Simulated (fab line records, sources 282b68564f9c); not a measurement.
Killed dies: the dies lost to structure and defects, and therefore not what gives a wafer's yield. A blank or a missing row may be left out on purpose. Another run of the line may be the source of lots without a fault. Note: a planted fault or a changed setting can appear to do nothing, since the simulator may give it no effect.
fab line records + flow ritCmos
record
- lots=6
- wafers=18
- lastDay=7
route steps=202 shown GATE@76 FOX2@80
lots untouched by any fault: they come from a run of this same line in which no faults occurred
startH: hours from the record's first day to the start of the lot's first wafer shown + waitH: hours from the lot's prior step to this one + " as in the row above + L1.1+2: several wafers, shown together as one row + - no value present, or no start provided + * or withheld: withheld + < > ~ a bound
route shown NAME@n: a module of which the file shows steps, and the number in the route of the first + usual: mean and standard deviation over wafers with no fault + same: alike in all rows + chamber/n: place in a boat + sites: per-site readings + _std_site: their standard deviation + _edge_site: the outer-site mean with the inner-site mean subtracted + radiusMm: for every site, how far away it sits from the centre of the wafer + mask NAME#n: copy n + behind: the tool/chamber that last shaped the wafer + hold: the reason the lot was held/the length of the hold in hours/how it ended + device: transistor that didn't switch, given as n, p or np + end of line: the tests these same wafers got at the end of their route + a step without rows: its recipe alone + killed: dies lost to structure and defects at the first sort, not the wafer's yield + map: a wafer's dies, x killed, . not, _ none there
set.NAME: the setting as run; set.NAME@STEP: as run at that earlier step + model.NAME: the simulator's own value behind a step, which no gauge read
lots seen at some steps along the route; tables by step, rows by wafer
## steps
# step RIT_GATE_CLEAN_01
# recipe
- chemistry=SC1
- mix=3:3:50
- timeS=600
- tempC=75
# step RIT_GATE_CLEAN_02
# recipe
- chemistry=dHF
- dilution=50:1
- timeS=30
# step RIT_GATE_CLEAN_03
# recipe
- chemistry=SC2
- mix=3:3:50
- timeS=600
- tempC=75
- dry=n2Spin
# step RIT_GATE_CLEAN_04
# recipe
- chemistry=dHF
- dilution=50:1
- timeS=60
- dry=n2Spin
# step RIT_FOX2_THK_MEAS_91
# recipe
- reads=SiO2_of_FOX2_OXIDATION_00
# usual
- FIELD_OXIDE_LEFT_2_THK=255/7.2
| lot.wafer | tool         | chamber | startH | waitH | FIELD_OXIDE_LEFT_2_THK[nm] |
|-----------|--------------|---------|--------|-------|----------------------------|
| L259.3    | filmMetro-04 | -       | 42.55  | 0.0   | 260                        |
| L259.4    | "            | -       | "      | "     | 259                        |
| L259.5    | "            | -       | "      | "     | 262                        |
| L261.2    | filmMetro-03 | -       | 52.46  | 0.0   | 265                        |
| L261.3    | "            | -       | "      | "     | 263                        |
| L261.5    | "            | -       | "      | "     | 262                        |
| L271.3    | filmMetro-03 | -       | 102.59 | 0.0   | 264                        |
| L271.4    | "            | -       | "      | "     | 259                        |
| L271.6    | "            | -       | "      | "     | 263                        |
| L272.1    | filmMetro-03 | -       | 106.62 | 0.0   | 261                        |
| L272.2    | "            | -       | "      | "     | 262                        |
| L272.6    | "            | -       | "      | "     | 260                        |
| L276.2    | filmMetro-03 | -       | 127.76 | 0.0   | 249                        |
| L276.3    | "            | -       | "      | "     | 251                        |
| L276.5    | "            | -       | "      | "     | 251                        |
| L278.1    | filmMetro-01 | -       | 138.10 | 0.0   | 238                        |
| L278.3    | "            | -       | "      | "     | 246                        |
| L278.5    | "            | -       | "      | "     | 245                        |
# step RIT_GATE_OXIDATION_05
# recipe
- tempC=900
- ambient=O2
- targetThkA=30
- oxTimeS=270
# step RIT_GATE_ANNEAL_06
# recipe
- tempC=900
- timeS=600
- ambient=N2O
# step RIT_GATE_THK_MEAS_07
# recipe
- reads=SiO2_of_GATE_OXIDATION_05
# usual
- GATE_OXIDE_THK=3.00/0.054
| lot.wafer | tool         | chamber | startH | waitH | GATE_OXIDE_THK[nm] |
|-----------|--------------|---------|--------|-------|--------------------|
| L259.3    | filmMetro-04 | -       | 43.93  | 0.0   | 3.02               |
| L259.4    | "            | -       | "      | "     | 3.00               |
| L259.5    | "            | -       | "      | "     | 3.02               |
| L261.2    | filmMetro-03 | -       | 57.08  | 0.0   | 3.02               |
| L261.3    | "            | -       | "      | "     | 3.04               |
| L261.5    | "            | -       | "      | "     | 3.02               |
| L271.3    | filmMetro-01 | -       | 103.97 | 0.0   | 2.98               |
| L271.4    | "            | -       | "      | "     | 2.95               |
| L271.6    | "            | -       | "      | "     | 3.03               |
| L272.1    | filmMetro-03 | -       | 108.38 | 0.0   | 3.06               |
| L272.2    | "            | -       | "      | "     | 2.95               |
| L272.6    | "            | -       | "      | "     | 2.99               |
| L276.2    | filmMetro-01 | -       | 129.15 | 0.0   | 3.06               |
| L276.3    | "            | -       | "      | "     | 3.06               |
| L276.5    | "            | -       | "      | "     | 3.04               |
| L278.1    | filmMetro-03 | -       | 139.49 | 0.0   | 2.97               |
| L278.3    | "            | -       | "      | "     | 2.89               |
| L278.5    | "            | -       | "      | "     | 2.96               |
# step RIT_GATE_CVD_08
# recipe
- material=poly-Si
- targetThkNm=250
- tempC=610
- precursor=SiH4
- timeS=2220
- pressureMtorr=300
- sih4FlowSccm=97.58
# step RIT_GATE_THK_MEAS_09
# recipe
- reads=poly-Si_of_GATE_CVD_08
# usual
- GATE_POLY_THK=244.1/2
| lot.wafer | tool         | chamber | startH | waitH | GATE_POLY_THK[nm] |
|-----------|--------------|---------|--------|-------|-------------------|
| L259.3    | filmMetro-04 | -       | 45.61  | 0.0   | 243.3             |
| L259.4    | "            | -       | "      | "     | 241.8             |
| L259.5    | "            | -       | "      | "     | 240.3             |
| L261.2    | filmMetro-03 | -       | 58.76  | 0.0   | 244.1             |
| L261.3    | "            | -       | "      | "     | 243.7             |
| L261.5    | "            | -       | "      | "     | 245.1             |
| L271.3    | filmMetro-04 | -       | 105.65 | 0.0   | 245.5             |
| L271.4    | "            | -       | "      | "     | 246.7             |
| L271.6    | "            | -       | "      | "     | 243.3             |
| L272.1    | filmMetro-04 | -       | 111.65 | 0.0   | 244.7             |
| L272.2    | "            | -       | "      | "     | 246.4             |
| L272.6    | "            | -       | "      | "     | 247.5             |
| L276.2    | filmMetro-01 | -       | 133.93 | 0.0   | 244.2             |
| L276.3    | "            | -       | "      | "     | 244.9             |
| L276.5    | "            | -       | "      | "     | 246.1             |
| L278.1    | filmMetro-03 | -       | 143.82 | 0.0   | 247.8             |
| L278.3    | "            | -       | "      | "     | 246.6             |
| L278.5    | "            | -       | "      | "     | 245.5             |
# step RIT_GATE_HMDS_10
# recipe
- primeTimeS=60
- primeTempC=140
# step RIT_GATE_COAT_11
# recipe
- resist=NOVOLAK
- spinRpm=4250
- resistThkNm=850
# step RIT_GATE_SOFTBAKE_12
# recipe
- resist=NOVOLAK
- tempC=90
- timeS=60
# usual
- heaterPowerTotalW=34.57/0.047
- plateTempC=90.02/0.12
| lot.wafer | tool          | chamber | startH | waitH | heaterPowerTotalW | plateTempC | model.NOVOLAK_of_GATE_COAT_11.thkNm |
|-----------|---------------|---------|--------|-------|-------------------|------------|-------------------------------------|
| L259.3    | lithoTrack-04 | 0       | 46.07  | 0.1   | 34.55             | 90.06      | 856.1                               |
| L259.4    | "             | 0       | "      | "     | 34.63             | 90.08      | 858.2                               |
| L259.5    | "             | 0       | "      | "     | 34.54             | 89.81      | 855.4                               |
| L261.2    | lithoTrack-01 | 0       | 59.13  | 0.1   | 34.60             | 89.90      | 848.1                               |
| L261.3    | "             | 0       | "      | "     | 34.52             | 89.81      | 848.8                               |
| L261.5    | "             | 0       | "      | "     | 34.58             | 90.10      | 853.1                               |
| L271.3    | lithoTrack-04 | 0       | 106.04 | 0.1   | 35.59             | 91.91      | 850.3                               |
| L271.4    | "             | 0       | "      | "     | 35.59             | 92.00      | 851.8                               |
| L271.6    | "             | 0       | "      | "     | 35.51             | 91.84      | 848                                 |
| L272.1    | lithoTrack-04 | 0       | 112.01 | 0.1   | 35.57             | 91.96      | 849.3                               |
| L272.2    | "             | 0       | "      | "     | 35.59             | 92.04      | 847.4                               |
| L272.6    | "             | 0       | "      | "     | 35.62             | 91.97      | 849.9                               |
| L276.2    | lithoTrack-03 | 0       | 134.31 | 0.1   | 34.56             | 90.11      | 849.8                               |
| L276.3    | "             | 0       | "      | "     | 34.60             | 90.13      | 852                                 |
| L276.5    | "             | 0       | "      | "     | 34.64             | 89.93      | 849.1                               |
| L278.1    | lithoTrack-01 | 0       | 144.41 | 0.1   | 34.51             | 90.14      | 850.3                               |
| L278.3    | "             | 0       | "      | "     | 34.62             | 90.15      | 851                                 |
| L278.5    | "             | 0       | "      | "     | 34.59             | 90.07      | 851.3                               |
# step RIT_GATE_EXPOSE_13
# recipe
- maskId=M6
- na=0.6
- sourceShape=conventional
- sigmaOuter=0.6
- targetCdNm=150
- doseMj=386.6
# step RIT_GATE_PEB_14
# recipe
- resist=NOVOLAK
- tempC=withheld
- timeS=withheld
# step RIT_GATE_DEVELOP_15
# recipe
- resist=NOVOLAK
- developTimeS=50
- devTempC=23
| lot.wafer | tool          | chamber | startH | waitH | model.NOVOLAK_of_GATE_COAT_11.thkNm |
|-----------|---------------|---------|--------|-------|-------------------------------------|
| L259.3    | lithoTrack-04 | 0       | -      | -     | 855.7                               |
| L259.4    | "             | 0       | "      | "     | 857.8                               |
| L259.5    | "             | 0       | "      | "     | 855                                 |
| L261.2    | lithoTrack-01 | 0       | -      | -     | 847.8                               |
| L261.3    | "             | 0       | "      | "     | 848.5                               |
| L261.5    | "             | 0       | "      | "     | 852.8                               |
| L271.3    | lithoTrack-01 | 0       | -      | -     | 850                                 |
| L271.4    | "             | 0       | "      | "     | 851.5                               |
| L271.6    | "             | 0       | "      | "     | 847.7                               |
| L272.1    | lithoTrack-04 | 0       | -      | -     | 848.9                               |
| L272.2    | "             | 0       | "      | "     | 847.1                               |
| L272.6    | "             | 0       | "      | "     | 849.5                               |
| L276.2    | lithoTrack-03 | 0       | -      | -     | 849.5                               |
| L276.3    | "             | 0       | "      | "     | 851.6                               |
| L276.5    | "             | 0       | "      | "     | 848.8                               |
| L278.1    | lithoTrack-03 | 0       | -      | -     | 849.9                               |
| L278.3    | "             | 0       | "      | "     | 850.6                               |
| L278.5    | "             | 0       | "      | "     | 851                                 |
# step RIT_GATE_CD_MEAS_16
# recipe
- targetCdNm=150
# usual
- cdNm=150.4/2.2
| lot.wafer | tool     | chamber | startH | waitH | cdNm  |
|-----------|----------|---------|--------|-------|-------|
| L259.3    | cdSem-01 | -       | 46.61  | -     | 152.6 |
| L259.4    | "        | -       | "      | "     | 152.6 |
| L259.5    | "        | -       | "      | "     | 153.3 |
| L261.2    | cdSem-02 | -       | 59.68  | -     | 145.6 |
| L261.3    | "        | -       | "      | "     | 147.6 |
| L261.5    | "        | -       | "      | "     | 147.2 |
| L271.3    | cdSem-02 | -       | 106.58 | -     | 150.9 |
| L271.4    | "        | -       | "      | "     | 153.7 |
| L271.6    | "        | -       | "      | "     | 151.4 |
| L272.1    | cdSem-02 | -       | 112.56 | -     | 148.6 |
| L272.2    | "        | -       | "      | "     | 145.2 |
| L272.6    | "        | -       | "      | "     | 145.0 |
| L276.2    | cdSem-02 | -       | 134.85 | -     | 148.4 |
| L276.3    | "        | -       | "      | "     | 145.4 |
| L276.5    | "        | -       | "      | "     | 145.3 |
| L278.1    | cdSem-01 | -       | 145.09 | -     | 153.2 |
| L278.3    | "        | -       | "      | "     | 151.0 |
| L278.5    | "        | -       | "      | "     | 151.7 |
## key
firstSign
- step=RIT_GATE_SOFTBAKE_12
- reading=heaterPowerTotalW
- direction=up
- sigmas=21
- usual=34.57
- struck=35.58
effect
- step=RIT_GATE_SOFTBAKE_12
- reading=plateTempC
- direction=up
- sigmas=16
- usual=*
- struck=*
modelEffect
- step=RIT_GATE_SOFTBAKE_12
- value=NOVOLAK_of_GATE_COAT_11.thkNm
- without=853.7
- struck=849.5
modelEffect
- step=RIT_GATE_DEVELOP_15
- value=NOVOLAK_of_GATE_COAT_11.thkNm
- without=853.4
- struck=849.1
metAt RIT_GATE_SOFTBAKE_12
struckWafers L271.3,L271.4,L271.6,L272.1,L272.2,L272.6
testerLeftOut L271,L272
loopTrim
- step=RIT_GATE_EXPOSE_13
- setting=dose
- lots=L272
onsetBetween 46.07 106.04
fault
- kind=processParameterDrift
- tool=lithoTrack-04
- chamber=-
- onsetH=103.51
- steps=RIT_GATE_SOFTBAKE_12
- channel=tempC
- offset=*
- shape=step
- endH=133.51
- actsIn=*
- stated=*
# testerLeftOut: of these lots the tester's yield and bins aren't shown, on N5 and GAA mostly nor the transistor test; their killed dies are dies lost to structure and defects alone, not to doping, threshold or leakage, so they don't give the yield
# loopTrim: a control loop set the setting to another value than it would have without faults
